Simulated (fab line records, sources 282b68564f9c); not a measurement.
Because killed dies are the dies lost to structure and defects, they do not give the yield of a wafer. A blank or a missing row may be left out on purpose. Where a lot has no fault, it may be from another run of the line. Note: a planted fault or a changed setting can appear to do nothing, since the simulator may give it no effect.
Which tool is to blame? | flow ritCmos | 42 wafers from 14 lots sampled at 5 of the route's 202 steps

== WHAT EACH GAUGE READ, for each wafer ==
RIT_NRETRO_OVL_MEAS_06.
lot  | measured    | on         | NRETRO_OVL (nm)
L148 | day 2 05:51 | overlay-02 | 1.8 1.2 1.6
L149 | day 2 10:52 | overlay-01 | -1.7 1.9 0.7
L151 | day 2 23:52 | overlay-02 | 1.0 0.3 0.2
L152 | day 3 03:34 | overlay-02 | 1.3 0.2 1.7
L154 | day 3 12:02 | overlay-02 | -2.0 0.1 -0.2
L155 | day 3 22:08 | overlay-02 | 1.0 0.5 2.6
L158 | day 4 09:34 | overlay-02 | -2.5 -3.2 -1.0
L159 | day 4 13:38 | overlay-01 | 0.6 2.4 0.4
L160 | day 4 18:37 | overlay-02 | -0.2 -2.2 1.0
L161 | day 4 23:17 | overlay-01 | 2.8 2.1 3.1
L162 | day 5 04:26 | overlay-02 | 0.2 -0.9 -0.7
L163 | day 5 09:21 | overlay-01 | 0.0 -1.8 -0.1
L164 | day 5 15:17 | overlay-01 | -0.2 -0.6 0.3
L170 | day 6 20:02 | overlay-02 | -1.4 -0.9 0.3

RIT_SILICIDE_RS_MEAS_02: measures by four-point-probe.
lot  | measured    | on           | SILICIDE_TI_RS (ohm/sq)
L148 | day 3 04:08 | filmMetro-03 | 48.7 47.8 48.5
L149 | day 3 08:19 | filmMetro-04 | 47.8 47.3 47.7
L151 | day 3 22:37 | filmMetro-01 | 49.0 48.4 48.4
L152 | day 4 06:31 | filmMetro-01 | 46.6 47.5 47.5
L154 | day 4 10:31 | filmMetro-04 | 48.3 48.3 49.1
L155 | day 4 19:33 | filmMetro-01 | 47.2 46.8 47.2
L158 | day 5 11:30 | filmMetro-04 | 49.3 48.7 48.5
L159 | day 5 16:14 | filmMetro-01 | 47.7 47.3 47.3
L160 | day 5 18:19 | filmMetro-01 | 47.4 47.9 47.6
L161 | day 5 23:33 | filmMetro-03 | 47.4 42.4 42.2
L162 | day 6 03:55 | filmMetro-03 | 47.2 46.8 47.9
L163 | day 6 06:28 | filmMetro-01 | 42.0 47.7 47.9
L164 | day 6 12:07 | filmMetro-03 | 47.1 48.4 49.0
L170 | day 7 19:08 | filmMetro-03 | 47.1 47.0 47.5

RIT_SILICIDE_THK_MEAS_03: measures by xrf.
lot  | measured    | on           | SILICIDE_TI_THK (nm)
L148 | day 3 04:14 | filmMetro-03 | 29.8 30.3 29.9
L149 | day 3 08:26 | filmMetro-04 | 30.4 30.6 30.3
L151 | day 3 22:43 | filmMetro-01 | 29.9 29.9 30.2
L152 | day 4 06:37 | filmMetro-01 | 31.2 30.6 30.6
L154 | day 4 10:37 | filmMetro-04 | 30.3 30.1 29.9
L155 | day 4 19:40 | filmMetro-01 | 30.6 31.1 30.7
L158 | day 5 11:35 | filmMetro-04 | 29.7 29.8 30.0
L159 | day 5 16:21 | filmMetro-01 | 30.3 30.3 30.3
L160 | day 5 18:26 | filmMetro-01 | 30.3 30.2 30.1
L161 | day 5 23:40 | filmMetro-03 | 30.4 33.1 33.2
L162 | day 6 04:02 | filmMetro-03 | 30.5 30.7 30.1
L163 | day 6 06:35 | filmMetro-01 | 33.6 30.4 30.3
L164 | day 6 12:14 | filmMetro-03 | 30.5 30.0 29.6
L170 | day 7 19:16 | filmMetro-03 | 30.5 30.7 30.4

== WHICH TOOL RAN EACH LOT (tool, then ch and the chambers of the sampled wafers, then the start) ==
lot  | RIT_ACTIVE_STRIP_14                | RIT_SILICIDE_SPUTTER_01
L148 | plasmaAsher-03 ch 0,1, day 1 15:43 | pvdSputter-01, day 3 03:58
L149 | plasmaAsher-01 ch 0,1, day 1 20:41 | pvdSputter-03, day 3 08:10
L151 | plasmaAsher-03 ch 1, day 2 07:37   | pvdSputter-03, day 3 22:26
L152 | plasmaAsher-01 ch 0,1, day 2 11:38 | pvdSputter-01, day 4 06:19
L154 | plasmaAsher-01 ch 0,1, day 2 20:54 | pvdSputter-01, day 4 10:23
L155 | plasmaAsher-03 ch 0,1, day 3 03:14 | pvdSputter-03, day 4 19:24
L158 | plasmaAsher-02 ch 0,1, day 3 17:28 | pvdSputter-01, day 5 11:17
L159 | plasmaAsher-03 ch 0, day 3 22:53   | pvdSputter-03, day 5 16:05
L160 | plasmaAsher-01 ch 0,1, day 4 03:41 | pvdSputter-01, day 5 18:10
L161 | plasmaAsher-02 ch 0,1, day 4 08:44 | pvdSputter-01, day 5 23:24
L162 | plasmaAsher-01 ch 0,1, day 4 13:09 | pvdSputter-04, day 6 03:46
L163 | plasmaAsher-03 ch 0,1, day 4 18:11 | pvdSputter-01, day 6 06:19
L164 | plasmaAsher-03 ch 0,1, day 5 00:58 | pvdSputter-04, day 6 11:58
L170 | plasmaAsher-01 ch 0,1, day 6 06:07 | pvdSputter-03, day 7 18:59
- RIT_ACTIVE_STRIP_14: strips in O2, time 180 s.
- RIT_SILICIDE_SPUTTER_01: material Ti, target thk 30 nm, time 240 s.

== WHAT THE TOOLS THEMSELVES READ (means of the sampled wafers that have a number; where no wafer has one, the mark that the record gives instead) ==
RIT_ACTIVE_STRIP_14.
lot  | tool           | drypumpMotorCurrentA (A)
L148 | plasmaAsher-03 | 5.4
L149 | plasmaAsher-01 | 5.8
L151 | plasmaAsher-03 | 5.5
L152 | plasmaAsher-01 | 5.9
L154 | plasmaAsher-01 | 5.9
L155 | plasmaAsher-03 | 5.2
L158 | plasmaAsher-02 | 5.4
L159 | plasmaAsher-03 | 5.1
L160 | plasmaAsher-01 | 5.8
L161 | plasmaAsher-02 | 5.1
L162 | plasmaAsher-01 | 5.9
L163 | plasmaAsher-03 | 5.2
L164 | plasmaAsher-03 | 5.4
L170 | plasmaAsher-01 | 5.8

RIT_SILICIDE_SPUTTER_01.
lot  | tool          | throttleValvePct (%)
L148 | pvdSputter-01 | 30.5
L149 | pvdSputter-03 | 30.0
L151 | pvdSputter-03 | 29.6
L152 | pvdSputter-01 | 30.1
L154 | pvdSputter-01 | 30.1
L155 | pvdSputter-03 | 29.6
L158 | pvdSputter-01 | 30.3
L159 | pvdSputter-03 | 29.6
L160 | pvdSputter-01 | 30.1
L161 | pvdSputter-01 | 30.4
L162 | pvdSputter-04 | 29.1
L163 | pvdSputter-01 | 30.5
L164 | pvdSputter-04 | 29.1
L170 | pvdSputter-03 | 29.5

== THE ANSWER, worked out from the rows above alone ==
Rule: the lots themselves supply what counts as usual. The widest of any qualifying gaps counts: lots, ordered by their means at a reading, are off when they make up no more than a third of the lots, leave a main group of 4 or more, and stand apart from it by 3 or more times the standard deviation of that group's means. Not used: any main group whose means are identical at the precision the tables above print for the reading. A lot without any number at a reading at which 4 lots or more have one is off too. Where the step has rows for the other lots, those lots are counted as sound. Order of review: gauges by route order, followed by the tools' own readings, for which a lot's mean as printed above is used. The first step at which some lot is off is used, and at that step the reading that is off furthest; a lot without a number counts as furthest.
Across all readings shown, no lot is off: no conclusion can be drawn from this.

== WHAT THE SIMULATOR HAD INSERTED ==
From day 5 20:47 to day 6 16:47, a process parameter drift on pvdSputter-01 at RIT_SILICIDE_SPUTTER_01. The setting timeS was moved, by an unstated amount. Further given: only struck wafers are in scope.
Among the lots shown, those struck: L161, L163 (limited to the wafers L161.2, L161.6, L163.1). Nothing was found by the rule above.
